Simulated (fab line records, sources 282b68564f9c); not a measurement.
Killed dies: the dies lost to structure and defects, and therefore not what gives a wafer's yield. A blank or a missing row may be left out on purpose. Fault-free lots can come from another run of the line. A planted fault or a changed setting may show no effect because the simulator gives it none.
A struck lot beside a sound one :: flow rit_cmos :: 18 steps out of a route of 202
Sound: the wafers L759.1, L759.4, L759.6. Wafers L764.2, L764.3, L764.5 were the ones struck. The cause is given at the end.
Each step with rows lists, per side, the tool, then ch with its chambers, then its first start. Under that, the readings that differ: sound wafers :: struck wafers :: difference of the means :: sigmas: that difference in standard deviations of wafers without a fault.
alike: same words and numbers on both sides, and readings whose means sit less than 2 such deviations apart. not compared: any withheld reading, any reading some wafer has no value for, any bound like >300 that may hide the same value, and any number with overlapping values for which the record gives no deviation.
A row with sigmas, a row that says differs or no value, or rows on one side alone: a step with any of these is where the two part. Numbers that have no deviation but don't overlap get no sigmas and don't part them. A reading missing from all wafers of one side parts the sides only when that side holds two or more wafers.

first, 4 steps without rows for these wafers: RIT_NSD_SOFTBAKE_02 (time 60 s); RIT_NSD_EXPOSE_03 (exposes mask M9, target cd 40700 nm); RIT_NSD_PEB_04; RIT_NSD_DEVELOP_05 (develop time 50 s).
RIT_NSD_OVL_MEAS_06:
  sound: overlay-02 at day 3 18:45; struck: overlay-01 at day 4 19:05
  alike: NSD_OVL
then, 2 steps without rows for these wafers: RIT_NSD_HARDBAKE_07 (time 60 s); RIT_NSD_IMPLANT_08.
RIT_NSD_STRIP_09: strips in O2, time 180 s.
  sound on plasma_asher-02 ch 1, day 3 19:19; struck on plasma_asher-03 ch 0,1, day 4 19:25
  alike: drypump_motor_current_A
  not compared: rf_hours_counter_h
RIT_NSD_TW_MEAS_10:
  sound: film_metro-03 at day 3 19:30; struck: film_metro-03 at day 4 19:36
  alike: NSD_TW
then, 3 steps without rows for these wafers: RIT_PSD_HMDS_00 (prime time 60 s); RIT_PSD_COAT_01 (resist thk 1000 nm); RIT_PSD_SOFTBAKE_02 (time 60 s).
RIT_PSD_EXPOSE_03: exposes mask M10, target cd 40900 nm.
  sound on iline_stepper-02 ch 0, day 3 20:08; struck on iline_stepper-01 ch 0, day 4 20:15
reading: model.PSD.overlay_x_nm (nm)
sound: -0.2451 -0.2451 -0.2451
struck: 131 131 131
difference: +131
sigmas: 
  alike: mask, stage_vel_mm_s
then, 2 steps without rows for these wafers: RIT_PSD_PEB_04; RIT_PSD_DEVELOP_05 (develop time 50 s).
RIT_PSD_OVL_MEAS_06:
  sound: overlay-02 at day 3 20:43; struck: overlay-01 at day 4 20:43
reading: PSD_OVL (nm)
sound: 3.1 1.0 0.1
struck: 129.6 132.9 132.5
difference: +130.3
sigmas: +93
then, 1 step without rows for these wafers: RIT_PSD_HARDBAKE_07 (time 60 s).
RIT_M1_PROBE_99:
  sound: prober-01 at day 4 05:21; struck: prober-02 at day 5 05:10
reading: model.etest.select_edge_diode_p.leak_log10_a (angstrom)
sound: -10.43 -10.6 -10.24
struck: -9.558 -9.678 -9.602
difference: +0.811
sigmas: 
  alike: killed_at_contacts, killed_at_front_end, killed_dies, killed_open, killed_short

WHERE THEY PART
RIT_PSD_OVL_MEAS_06 only, going by this record. Later steps at which nothing parts them and some readings are alike: RIT_M1_PROBE_99.

WHY: what the simulator had put in
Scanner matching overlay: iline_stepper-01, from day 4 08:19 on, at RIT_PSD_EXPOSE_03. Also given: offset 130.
